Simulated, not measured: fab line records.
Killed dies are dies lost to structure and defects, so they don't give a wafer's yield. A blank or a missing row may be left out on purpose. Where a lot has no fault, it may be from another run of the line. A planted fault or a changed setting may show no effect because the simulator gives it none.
Comparing a struck lot with a sound one + flow berkeley_cmos170 + 14 out of 331 route steps
Sound: the wafers L942.2, L942.3, L942.5. Struck: wafers L951.2, L951.5, L951.6. The cause is given at the end.
At each step with rows: each side's tool, then ch and its chambers, then its first start. Under that, the readings that differ: sound wafers + struck wafers + difference of the means + sigmas: that difference in standard deviations of wafers without a fault.
alike: words and numbers the same on both sides, and readings whose means are apart by under 2 such deviations; not compared: readings that were withheld, readings missing a value for some wafer, numbers with overlapping values and no deviation given by the record, and bounds like >300 which may hide the same value.
A row with sigmas, a row that says differs or no value, or rows on one side alone: a step with any of these is where the two part. Numbers that have no deviation but don't overlap get no sigmas and don't part them. A reading that every wafer of one side lacks parts them only if that side has two wafers or more.

first, 1 step without rows for these wafers: UCB170_START_OXIDATION_02 (target thk 20 nm, ox time 1800 s).
UCB170_START_THK_MEAS_03:
  sound: film_metro-04 at day 2 20:30; struck: film_metro-04 at day 4 19:15
  alike: START_OXIDE_THK
then, 7 steps without rows for these wafers: UCB170_START_ANNEAL_04 (time 1200 s); UCB170_ZERO_HMDS_00 (prime time 60 s); UCB170_ZERO_COAT_01 (resist thk 900 nm); UCB170_ZERO_SOFTBAKE_02 (time 60 s); UCB170_ZERO_EXPOSE_03 (exposes mask PM MARKS, target cd 4000 nm); UCB170_ZERO_PEB_04; UCB170_ZERO_DEVELOP_05 (develop time 45 s).
UCB170_ZERO_ETCH_06: etches SiO2 in CHF3/CF4/Ar, time 12 s.
  sound on rie_diel-01 ch 1,3, day 3 04:05; struck on rie_diel-01 ch 0,2,3, day 5 02:23
  alike: drypump_motor_current_A, oes_product_au, throttle_valve_pct
  not compared: rf_hours_counter_h
UCB170_ZERO_STRIP_07: strips in O2.
  sound on plasma_asher-04 ch 0,1, day 3 04:07; struck on plasma_asher-02 ch 0,1, day 5 02:25
  alike: drypump_motor_current_A, oes_product_au, strip_time_to_endpoint_s
  not compared: rf_hours_counter_h
then, 1 step without rows for these wafers: UCB170_NWELL_WET_ETCH_00 (etches SiO2 in dHF, time 200 s).
UCB170_NWELL_OXIDATION_01: target thk 26.4 nm, ox time 1260 s.
  struck on furnace-04, day 5 07:38; sound on furnace-04 ch 0, day 3 06:56
  no value came back on the struck wafers for ox_temp_c (C), ox_temp_c_max; on the sound wafers ox_temp_c (C) reads 1001.0 1001.0 1000.8
then, 1 step without rows for these wafers: UCB170_NWELL_ANNEAL_03 (time 900 s).

== WHERE THEY PART ==
Only at UCB170_NWELL_OXIDATION_01, as far as this record shows.

WHY: what the simulator had put in
Skipped step whole: furnace-04, from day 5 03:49 on, at UCB170_NWELL_OXIDATION_01. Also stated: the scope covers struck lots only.
